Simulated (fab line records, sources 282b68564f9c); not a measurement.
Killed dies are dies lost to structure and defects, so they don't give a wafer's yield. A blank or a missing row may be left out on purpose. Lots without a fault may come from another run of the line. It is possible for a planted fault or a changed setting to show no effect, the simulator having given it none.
fab line records | flow rit-cmos | part 1 of 2: steps 1 to 24 of 25
record lots=5 wafers=27
route steps=202 shown ACTIVE@11 FOX2@23 NRETRO@58 GATE@78 SPACER@130 NSD@131 PSD@151 SDANNEAL@153 SILICIDE@162 M1@202
start-h: hours from the record's opening day to when the first of the lot's shown wafers began | wait-h: hours elapsed since this lot's preceding step | " as in the row above | L1.1+2: a row that stands for several wafers | - no value, or no start given | * or withheld: withheld | < > ~ a bound
route shown NAME@n: names a module that has steps shown in the file, with the first one's number in the route | usual: average and standard deviation across the fault-free wafers | same: alike in all rows | chamber/n: place in a boat | sites: the reading at each site | _std_site: how widely they spread, as a standard deviation | _edge_site: the outer-site mean with the inner-site mean subtracted | radius-mm: for every site, how far away it sits from the centre of the wafer | mask NAME#n: copy n | behind: the most recent tool/chamber to have shaped the wafer | hold: why the lot was held/for how many hours/how that ended | device: transistor that didn't switch, given as n, p or np | end of line: tests run on the same wafers once the route is complete | a step given without rows: its recipe and nothing more | killed: count of dies lost to structure and defects at first sort (not the wafer's yield) | map: per-die view of a wafer (x killed, . not killed, _ where there is no die)
set.NAME: the setting the step ran with; set.NAME@STEP: the setting that earlier step ran with | model.NAME: the simulator's own value behind a step, which no gauge read
lots where settings were altered on purpose, with a table for each step and a row for each wafer
## steps
# step RIT_ACTIVE_DEVELOP_10
# recipe resist=NOVOLAK develop-time-s=50 dev-temp-c=23
# columns lot.wafer tool chamber start-h wait-h set.develop-time-s
L077.2+3+6 litho-track-04 0 - - 50
L078.1+2+6 litho-track-04 0 - - 61.07
L078.3+4+5 " 0 " " 50
L080.1+3+5 litho-track-02 0 - - 50
L080.2+4+6 " 0 " " 37.17
L081.1+4+6 litho-track-02 0 - - 50
L081.2+3+5 " 0 " " 66.7
L084.1+2+5 litho-track-04 0 - - 50
L084.3+4+6 " 0 " " 26.22
# step RIT_ACTIVE_CD_MEAS_11
# recipe target-cd-nm=1400
# usual cd-nm=1399.7/2.4
# columns lot.wafer tool chamber start-h wait-h set.develop-time-s@ACTIVE_DEVELOP_10 cd-nm
L077.2 cd-sem-01 - 29.46 - 50 1402.4
L077.3 " - " " 50 1401.1
L077.6 " - " " 50 1402.3
L078.1 cd-sem-01 - 35.36 - 61.07 1380.1
L078.2 " - " " 61.07 1379.4
L078.3 " - " " 50 1398.1
L078.4 " - " " 50 1397.9
L078.5 " - " " 50 1400.5
L078.6 " - " " 61.07 1378.3
L080.1 cd-sem-01 - 46.73 - 50 1396.9
L080.2 " - " " 37.17 1427.1
L080.3 " - " " 50 1398.4
L080.4 " - " " 37.17 1428.8
L080.5 " - " " 50 1397.4
L080.6 " - " " 37.17 1429.9
L081.1 cd-sem-02 - 51.32 - 50 1399.5
L081.2 " - " " 66.7 1371.4
L081.3 " - " " 66.7 1371.0
L081.4 " - " " 50 1398.4
L081.5 " - " " 66.7 1370.7
L081.6 " - " " 50 1401.9
L084.1 cd-sem-01 - 65.30 - 50 1402.0
L084.2 " - " " 50 1399.3
L084.3 " - " " 26.22 1475.3
L084.4 " - " " 26.22 1471.8
L084.5 " - " " 50 1400.7
L084.6 " - " " 26.22 1472.1
# step RIT_ACTIVE_HARDBAKE_12
# recipe resist=NOVOLAK temp-c=140 time-s=60
# step RIT_ACTIVE_ETCH_13
# recipe stop-on=SiO2 chemistry=SF6 target=Si3N4 time-s=210 over-etch-frac=0.4 SF6_flow_sccm=200 pressure-mtorr=260 rf-w=125 target-depth-a=2100
# columns lot.wafer tool chamber start-h wait-h set.develop-time-s@ACTIVE_DEVELOP_10 model.ACTIVE.cd-nm
L077.2+6 rie-diel-01 1,2 29.71 0.1 50 1402
L077.3 " 0 " " 50 1401
L078.1+2 rie-diel-03 0,1 35.63 0.1 61.07 1380
L078.3+4 " 2,0 " " 50 1398
L078.5 " 1 " " 50 1401
L078.6 " 2 " " 61.07 1378
L080.1+5 rie-diel-01 3,1 47.00 0.1 50 1397
L080.2 " 2 " " 37.17 1427
L080.3 " 1 " " 50 1399
L080.4 " 2 " " 37.17 1429
L080.6 " 3 " " 37.17 1430
L081.1 rie-diel-01 3 51.59 0.1 50 1400
L081.2+3+5 " 2,1,1 " " 66.7 1371
L081.4 " 3 " " 50 1398
L081.6 " 2 " " 50 1402
L084.1 rie-diel-01 1 65.57 0.1 50 1402
L084.2 " 2 " " 50 1399
L084.3 " 2 " " 26.22 1475
L084.4+6 " 1,2 " " 26.22 1472
L084.5 " 1 " " 50 1401
# step RIT_ACTIVE_STRIP_14
# recipe chemistry=O2 time-s=180 resist=NOVOLAK platen-temp-c=withheld power-w=500 pressure-mtorr=4000 o2-flow-sccm=4000
# step RIT_ACTIVE_CD_MEAS_90
# recipe target-cd-nm=1400
# usual cd-nm=1399.6/2.4
# columns lot.wafer tool chamber start-h wait-h set.develop-time-s@ACTIVE_DEVELOP_10 cd-nm
L077.2 cd-sem-02 - 30.04 0.1 50 1402.3
L077.3 " - " " 50 1401.1
L077.6 " - " " 50 1401.8
L078.1 cd-sem-01 - 35.94 0.1 61.07 1380.2
L078.2 " - " " 61.07 1379.9
L078.3 " - " " 50 1398.6
L078.4 " - " " 50 1397.7
L078.5 " - " " 50 1400.4
L078.6 " - " " 61.07 1378.2
L080.1 cd-sem-02 - 47.30 0.1 50 1397.3
L080.2 " - " " 37.17 1426.7
L080.3 " - " " 50 1398.5
L080.4 " - " " 37.17 1428.7
L080.5 " - " " 50 1397.1
L080.6 " - " " 37.17 1429.9
L081.1 cd-sem-01 - 51.90 0.1 50 1399.1
L081.2 " - " " 66.7 1370.9
L081.3 " - " " 66.7 1371.5
L081.4 " - " " 50 1398.5
L081.5 " - " " 66.7 1370.7
L081.6 " - " " 50 1401.7
L084.1 cd-sem-01 - 65.94 0.1 50 1402.1
L084.2 " - " " 50 1398.9
L084.3 " - " " 26.22 1475.3
L084.4 " - " " 26.22 1472.4
L084.5 " - " " 50 1401.1
L084.6 " - " " 26.22 1471.8
# step RIT_FOX2_OXIDATION_00
# recipe temp-c=1100 ambient=H2O target-thk-a=3507 p-h2o-torr=720 ox-time-s=1130
# columns lot.wafer tool chamber start-h wait-h set.ox-time-s model.SiO2_of_FOX2_OXIDATION_00.thk-nm model.Si3N4_of_ACTIVE_CVD_03.thk-nm
L077.2 furnace-04 0 33.93 0.7 1130 344.6 132.5
L077.3 " 0 " " 1130 350.4 132.3
L077.6 " 0 " " 1130 348.6 132.9
L078.1 - - - 0.0 1130 356.7 130.7
L078.2 " - " " 1130 353.7 131.3
L078.3 " - " " 1130 353.1 131.1
L078.4 " - " " 1130 358.6 130.6
L078.5 " - " " 1130 355.1 131.1
L078.6 " - " " 1130 358.4 130.9
L080.1 - - - 0.0 1130 346.1 129.8
L080.2 " - " " 1130 350.7 130.2
L080.3 " - " " 1130 353.3 131.4
L080.4 " - " " 1130 346.8 131.7
L080.5 " - " " 1130 348.5 131.6
L080.6 " - " " 1130 344.3 132
L081.1 - - - 0.9 1605 444.2 130.2
L081.2 " - " " 1605 432.5 130.1
L081.3 " - " " 1605 433.5 129.1
L081.4 " - " " 1605 435 128.9
L081.5 " - " " 1605 446 128.6
L081.6 " - " " 1605 440.5 129.1
L084.1 - - - 0.0 873.7 302.4 133.6
L084.2 " - " " 873.7 297.8 133.4
L084.3 " - " " 873.7 294.2 133.6
L084.4 " - " " 873.7 298.9 133.6
L084.5 " - " " 873.7 303.3 133
L084.6 " - " " 873.7 295.7 133.2
# step RIT_FOX2_THK_MEAS_01
# recipe reads=SiO2_of_FOX2_OXIDATION_00
# usual FOX2_OXIDE_THK=352/6.4
# columns lot.wafer tool chamber start-h wait-h set.ox-time-s@FOX2_OXIDATION_00 FOX2_OXIDE_THK[nm]
L077.2 film-metro-03 - 35.25 0.0 1130 344
L077.3 " - " " 1130 350
L077.6 " - " " 1130 349
L078.1 film-metro-01 - - - 1130 357
L078.2 " - " " 1130 354
L078.3 " - " " 1130 353
L078.4 " - " " 1130 358
L078.5 " - " " 1130 355
L078.6 " - " " 1130 358
L080.1 film-metro-01 - - - 1130 346
L080.2 " - " " 1130 351
L080.3 " - " " 1130 353
L080.4 " - " " 1130 347
L080.5 " - " " 1130 349
L080.6 " - " " 1130 344
L081.1 film-metro-04 - - - 1605 444
L081.2 " - " " 1605 433
L081.3 " - " " 1605 433
L081.4 " - " " 1605 435
L081.5 " - " " 1605 446
L081.6 " - " " 1605 440
L084.1 film-metro-03 - - - 873.7 302
L084.2 " - " " 873.7 298
L084.3 " - " " 873.7 294
L084.4 " - " " 873.7 299
L084.5 " - " " 873.7 303
L084.6 " - " " 873.7 296
# step RIT_FOX2_CLEAN_02
# recipe chemistry=dHF dilution=50:1 time-s=180
# step RIT_FOX2_WET_ETCH_03
# recipe chemistry=H3PO4 target=Si3N4 target-depth-nm=195 temp-c=165 time-s=2700
# step RIT_FOX2_THK_MEAS_90
# recipe reads=SiO2_of_FOX2_OXIDATION_00
# usual FIELD_OXIDE_LEFT_1_THK=325/6.2
# columns lot.wafer tool chamber start-h wait-h set.ox-time-s@FOX2_OXIDATION_00 FIELD_OXIDE_LEFT_1_THK[nm]
L077.2 film-metro-04 - 36.20 0.0 1130 317
L077.3 " - " " 1130 323
L077.6 " - " " 1130 322
L078.1 film-metro-03 - 40.50 0.0 1130 329
L078.2 " - " " 1130 326
L078.3 " - " " 1130 325
L078.4 " - " " 1130 331
L078.5 " - " " 1130 327
L078.6 " - " " 1130 331
L080.1 film-metro-03 - 52.22 0.0 1130 318
L080.2 " - " " 1130 323
L080.3 " - " " 1130 325
L080.4 " - " " 1130 319
L080.5 " - " " 1130 320
L080.6 " - " " 1130 316
L081.1 film-metro-03 - 56.97 0.0 1605 417
L081.2 " - " " 1605 405
L081.3 " - " " 1605 406
L081.4 " - " " 1605 407
L081.5 " - " " 1605 418
L081.6 " - " " 1605 413
L084.1 film-metro-03 - 70.42 0.0 873.7 276
L084.2 " - " " 873.7 271
L084.3 " - " " 873.7 267
L084.4 " - " " 873.7 272
L084.5 " - " " 873.7 276
L084.6 " - " " 873.7 269
# step RIT_NRETRO_DEVELOP_05
# recipe resist=NOVOLAK develop-time-s=68 dev-temp-c=23
# columns lot.wafer tool chamber start-h wait-h set.develop-time-s
L077.2+3+6 litho-track-02 0 - - 68
L078.1+2+3+4+5+6 litho-track-02 0 - - 68
L080.1+5+6 litho-track-01 0 - - 68
L080.2+3+4 " 0 " " 101.1
L081.1+3+4 litho-track-02 0 - - 68
L081.2+5+6 " 0 " " 42.37
L084.1+4+5 litho-track-03 0 - - 44.25
L084.2+3+6 " 0 " " 68
# step RIT_NRETRO_HARDBAKE_07
# recipe resist=NOVOLAK temp-c=140 time-s=120
# step RIT_GATE_CLEAN_03
# recipe chemistry=SC2 mix=3:3:50 time-s=600 temp-c=75 dry=n2-spin
# step RIT_GATE_CLEAN_04
# recipe chemistry=dHF dilution=50:1 time-s=60 dry=n2-spin
# step RIT_FOX2_THK_MEAS_91
# recipe reads=SiO2_of_FOX2_OXIDATION_00
# usual FIELD_OXIDE_LEFT_2_THK=257/6.2
# columns lot.wafer tool chamber start-h wait-h set.ox-time-s@FOX2_OXIDATION_00 FIELD_OXIDE_LEFT_2_THK[nm]
L077.2 film-metro-04 - 51.23 0.0 1130 249
L077.3 " - " " 1130 255
L077.6 " - " " 1130 254
L078.1 film-metro-03 - 53.63 0.0 1130 263
L078.2 " - " " 1130 260
L078.3 " - " " 1130 259
L078.4 " - " " 1130 265
L078.5 " - " " 1130 261
L078.6 " - " " 1130 264
L080.1 film-metro-04 - 65.59 0.0 1130 251
L080.2 " - " " 1130 256
L080.3 " - " " 1130 258
L080.4 " - " " 1130 251
L080.5 " - " " 1130 253
L080.6 " - " " 1130 249
L081.1 film-metro-01 - 69.60 0.0 1605 350
L081.2 " - " " 1605 338
L081.3 " - " " 1605 339
L081.4 " - " " 1605 341
L081.5 " - " " 1605 352
L081.6 " - " " 1605 346
L084.1 film-metro-03 - 83.84 0.0 873.7 208
L084.2 " - " " 873.7 204
L084.3 " - " " 873.7 200
L084.4 " - " " 873.7 205
L084.5 " - " " 873.7 209
L084.6 " - " " 873.7 201
# step RIT_SPACER_ETCHBACK_05
# recipe target-depth-a=2500 SF6_flow_sccm=30 CHF3_flow_sccm=30 target=Si3N4 chemistry=SF6/CHF3 pressure-mtorr=40 rf-w=250 time-s=240 stop-on=SiO2
# usual oes-product-au=0.847/0.018
# columns lot.wafer tool chamber start-h wait-h set.time-s oes-product-au model.etch.depth-nm model.SiO2_of_FOX2_OXIDATION_00.thk-nm model.poly-Si_of_GATE_CVD_08.thk-nm
L077.2 rie-diel-03 0 65.86 0.0 240 0.850 250.6 172.6 166
L077.3 " 1 " " 240 0.842 253 179.5 166.6
L077.6 " 0 " " 240 0.841 252 177.7 163.8
L078.1 rie-diel-01 1 69.31 0.1 240 0.860 247.8 186 167.6
L078.2 " 2 " " 240 0.808 248.7 182 165.9
L078.3 " 2 " " 169.8 0.990 226.9 195.8 185.6
L078.4 " 1 " " 169.8 1.025 221.1 202.1 187.8
L078.5 " 2 " " 240 0.811 248 182.7 165.4
L078.6 " 1 " " 169.8 1.017 222 202.2 188.5
L080.1 rie-diel-02 0 81.11 0.1 240 0.846 251.1 173.7 168.9
L080.2 " 2 " " 240 0.870 250.5 179.1 168.6
L080.3 " 3 " " 240 0.827 248.8 182.4 168.4
L080.4 " 1 " " 240 0.848 250.5 174.8 170.2
L080.5 " 3 " " 240 0.840 251.2 177.3 168.5
L080.6 " 2 " " 240 0.879 249.8 173.1 168.4
L081.1 rie-diel-02 3 85.78 0.1 240 0.833 251.6 273.4 163.7
L081.2 " 1 " " 240 0.868 253 262.3 163.8
L081.3 " 0 " " 135.4 1.010 180 283 191.8
L081.4 " 2 " " 135.4 1.034 178.1 285 191.3
L081.5 " 0 " " 240 0.844 251.7 274.9 163
L081.6 " 1 " " 135.4 1.018 176.7 290.7 192.6
L084.1 rie-diel-02 0 97.84 0.1 170.8 0.993 223.2 145.6 183.8
L084.2 " 1 " " 240 0.856 251.3 126.9 164.7
L084.3 " 2 " " 170.8 1.045 223.1 137.4 184.4
L084.4 " 3 " " 240 0.837 253.2 128.1 166.1
L084.5 " 3 " " 240 0.836 253.7 133.3 164.2
L084.6 " 0 " " 170.8 0.998 223 138.5 185.6
# step RIT_NSD_HMDS_00
# recipe prime-time-s=60 prime-temp-c=140
# step RIT_NSD_COAT_01
# recipe resist=NOVOLAK spin-rpm=3250 resist-thk-nm=1000
# step RIT_PSD_STRIP_09
# recipe chemistry=O2 time-s=180 resist=NOVOLAK platen-temp-c=withheld power-w=500 pressure-mtorr=4000 o2-flow-sccm=4000
# step RIT_SDANNEAL_CLEAN_00
# recipe chemistry=SC1 mix=3:3:50 time-s=600 temp-c=75
# columns lot.wafer tool chamber start-h wait-h set.time-s@SPACER_ETCHBACK_05 model.Si3N4_of_SPACER_CVD_03.thk-nm
L077.2 wet-bench-03 1 68.85 0.0 240 194.9
L077.3 " 1 " " 240 198.4
L077.6 " 1 " " 240 196.9
L078.1 wet-bench-01 3 72.42 0.1 240 193.7
L078.2 " 3 " " 240 192.7
L078.3 " 3 " " 169.8 208
L078.4 " 3 " " 169.8 210.1
L078.5 " 3 " " 240 192.3
L078.6 " 3 " " 169.8 209.2
L080.1 wet-bench-01 1 84.43 0.1 240 195.5
L080.2+4 " 1 " " 240 196.1
L080.3 " 1 " " 240 194.9
L080.5 " 1 " " 240 196.8
L080.6 " 1 " " 240 195.4
L081.1 wet-bench-03 2 88.96 0.1 240 196.5
L081.2 " 2 " " 240 198.2
L081.3 " 2 " " 135.4 219.8
L081.4 " 2 " " 135.4 220.1
L081.5 " 2 " " 240 196.4
L081.6 " 2 " " 135.4 220.6
L084.1 wet-bench-04 3 101.11 0.1 170.8 212.2
L084.2 " 3 " " 240 196.8
L084.3 " 3 " " 170.8 213.4
L084.4 " 3 " " 240 198.1
L084.5 " 3 " " 240 198.6
L084.6 " 3 " " 170.8 212.8
# step RIT_SILICIDE_SPUTTER_01
# recipe material=Ti target-thk-nm=30 power-w=350 chamber-pressure-pa=0.667 gas=Ar time-s=240 substrate-temp-c=25
# columns lot.wafer tool chamber start-h wait-h set.time-s model.Ti_of_SILICIDE_SPUTTER_01.thk-nm
L077.2 pvd-sputter-01 - 69.80 0.0 240 29.99
L077.3 " - " " 240 29.22
L077.6 " - " " 240 29.86
L078.1 pvd-sputter-02 - 73.40 0.0 240 30.24
L078.2 " - " " 240 30.03
L078.3 " - " " 240 29.54
L078.4 " - " " 240 29.46
L078.5 " - " " 240 30.35
L078.6 " - " " 240 29.81
L080.1 pvd-sputter-01 - 85.35 0.0 150.5 18.88
L080.2 " - " " 150.5 18.63
L080.3 " - " " 240 29.26
L080.4 " - " " 240 29.83
L080.5 " - " " 240 30.26
L080.6 " - " " 150.5 18.55
L081.1 pvd-sputter-02 - 89.87 0.0 240 29.4
L081.2 " - " " 240 29.04
L081.3 " - " " 240 30.07
L081.4 " - " " 135.9 16.79
L081.5 " - " " 135.9 17.05
L081.6 " - " " 135.9 16.68
L084.1 pvd-sputter-04 - 102.07 0.0 240 29.57
L084.2 " - " " 240 30.38
L084.3 " - " " 240 29.97
L084.4 " - " " 240 29.3
L084.5 " - " " 240 29.66
L084.6 " - " " 240 28.95
# step RIT_SILICIDE_RS_MEAS_02
# recipe thk-meas-gauge=four-point-probe reads=Ti_of_SILICIDE_SPUTTER_01
# usual SILICIDE_TI_RS=48.2/0.92
# columns lot.wafer tool chamber start-h wait-h set.time-s@SILICIDE_SPUTTER_01 SILICIDE_TI_RS[ohm/sq]
L077.2 film-metro-03 - 69.97 0.1 240 47.9
L077.3 " - " " 240 49.7
L077.6 " - " " 240 48.1
L078.1 film-metro-03 - 73.55 0.1 240 47.4
L078.2 " - " " 240 47.8
L078.3 " - " " 240 48.9
L078.4 " - " " 240 49.1
L078.5 " - " " 240 47.3
L078.6 " - " " 240 48.3
L080.1 film-metro-03 - 85.50 0.1 150.5 86.3
L080.2 " - " " 150.5 87.9
L080.3 " - " " 240 49.5
L080.4 " - " " 240 48.4
L080.5 " - " " 240 47.4
L080.6 " - " " 150.5 88.3
L081.1 film-metro-03 - 90.02 0.1 240 49.0
L081.2 " - " " 240 49.8
L081.3 " - " " 240 47.8
L081.4 " - " " 135.9 100.2
L081.5 " - " " 135.9 98.4
L081.6 " - " " 135.9 101.1
L084.1 film-metro-04 - 102.22 0.1 240 48.7
L084.2 " - " " 240 47.1
L084.3 " - " " 240 47.8
L084.4 " - " " 240 49.3
L084.5 " - " " 240 48.4
L084.6 " - " " 240 50.0
# step RIT_SILICIDE_THK_MEAS_03
# recipe thk-meas-gauge=xrf reads=Ti_of_SILICIDE_SPUTTER_01
# usual SILICIDE_TI_THK=29.5/0.45
# columns lot.wafer tool chamber start-h wait-h set.time-s@SILICIDE_SPUTTER_01 SILICIDE_TI_THK[nm]
L077.2 film-metro-03 - 70.08 0.1 240 29.7
L077.3 " - " " 240 29.1
L077.6 " - " " 240 29.6
L078.1 film-metro-03 - 73.67 0.1 240 30.2
L078.2 " - " " 240 29.8
L078.3 " - " " 240 29.4
L078.4 " - " " 240 29.3
L078.5 " - " " 240 30.1
L078.6 " - " " 240 29.6
L080.1 film-metro-03 - 85.62 0.1 150.5 18.7
L080.2 " - " " 150.5 18.6
L080.3 " - " " 240 29.1
L080.4 " - " " 240 29.6
L080.5 " - " " 240 30.0
L080.6 " - " " 150.5 18.4
L081.1 film-metro-03 - 90.14 0.1 240 29.2
L081.2 " - " " 240 28.8
L081.3 " - " " 240 29.9
L081.4 " - " " 135.9 16.7
L081.5 " - " " 135.9 17.0
L081.6 " - " " 135.9 16.6
L084.1 film-metro-04 - 102.34 0.1 240 29.3
L084.2 " - " " 240 30.0
L084.3 " - " " 240 29.8
L084.4 " - " " 240 28.9
L084.5 " - " " 240 29.4
L084.6 " - " " 240 28.7
## key
split step=RIT_ACTIVE_DEVELOP_10 setting=develop-time-s stated=50 by=wafer
response step=RIT_ACTIVE_CD_MEAS_11 reading=cd-nm change=-1.25 per=1% r=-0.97
response step=RIT_ACTIVE_ETCH_13 reading=model.ACTIVE.cd-nm change=-1.24 per=1% r=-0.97
response step=RIT_ACTIVE_CD_MEAS_90 reading=cd-nm change=-1.24 per=1% r=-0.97
response step=RIT_M1_PROBE_99 reading=model.etest.nplus-sal.width-nm change=-1.51 per=1% r=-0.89
split step=RIT_FOX2_OXIDATION_00 setting=ox-time-s stated=1130 by=lot
response step=RIT_FOX2_OXIDATION_00 reading=model.SiO2_of_FOX2_OXIDATION_00.thk-nm change=+2.14 per=1% r=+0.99
response step=RIT_FOX2_OXIDATION_00 reading=model.Si3N4_of_ACTIVE_CVD_03.thk-nm change=-0.06 per=1% r=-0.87
response step=RIT_FOX2_THK_MEAS_01 reading=FOX2_OXIDE_THK change=+2.14 per=1% r=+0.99
response step=RIT_FOX2_THK_MEAS_90 reading=FIELD_OXIDE_LEFT_1_THK change=+2.13 per=1% r=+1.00
response step=RIT_FOX2_THK_MEAS_91 reading=FIELD_OXIDE_LEFT_2_THK change=+2.14 per=1% r=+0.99
response step=RIT_M1_PROBE_99 reading=model.etest.nldd.width-nm change=-3.69 per=1% r=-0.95
response step=RIT_M1_PROBE_99 reading=model.etest.pwell.rs-ohm-sq change=+0.626 per=1% r=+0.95
split step=RIT_NRETRO_DEVELOP_05 setting=develop-time-s stated=68 by=wafer
response none clear
split step=RIT_SPACER_ETCHBACK_05 setting=time-s stated=240 by=wafer
response step=RIT_SPACER_ETCHBACK_05 reading=oes-product-au change=-0.00496 per=1% r=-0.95
response step=RIT_SPACER_ETCHBACK_05 reading=model.etch.depth-nm change=+1.34 per=1% r=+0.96
response step=RIT_SPACER_ETCHBACK_05 reading=model.SiO2_of_FOX2_OXIDATION_00.thk-nm change=-0.419 per=1% r=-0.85
response step=RIT_SPACER_ETCHBACK_05 reading=model.poly-Si_of_GATE_CVD_08.thk-nm change=-0.674 per=1% r=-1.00
response step=RIT_SDANNEAL_CLEAN_00 reading=model.Si3N4_of_SPACER_CVD_03.thk-nm change=-0.534 per=1% r=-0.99
split step=RIT_SILICIDE_SPUTTER_01 setting=time-s stated=240 by=wafer
response step=RIT_SILICIDE_SPUTTER_01 reading=model.Ti_of_SILICIDE_SPUTTER_01.thk-nm change=+0.294 per=1% r=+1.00
response step=RIT_SILICIDE_RS_MEAS_02 reading=SILICIDE_TI_RS change=-1.12 per=1% r=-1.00
response step=RIT_SILICIDE_THK_MEAS_03 reading=SILICIDE_TI_THK change=+0.292 per=1% r=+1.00
response step=RIT_M1_PROBE_99 reading=model.etest.npoly-line.line-ohm-um change=-1.69 per=1% r=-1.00
response step=RIT_M1_PROBE_99 reading=model.etest.ppoly-line.line-ohm-um change=-1.5 per=1% r=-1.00
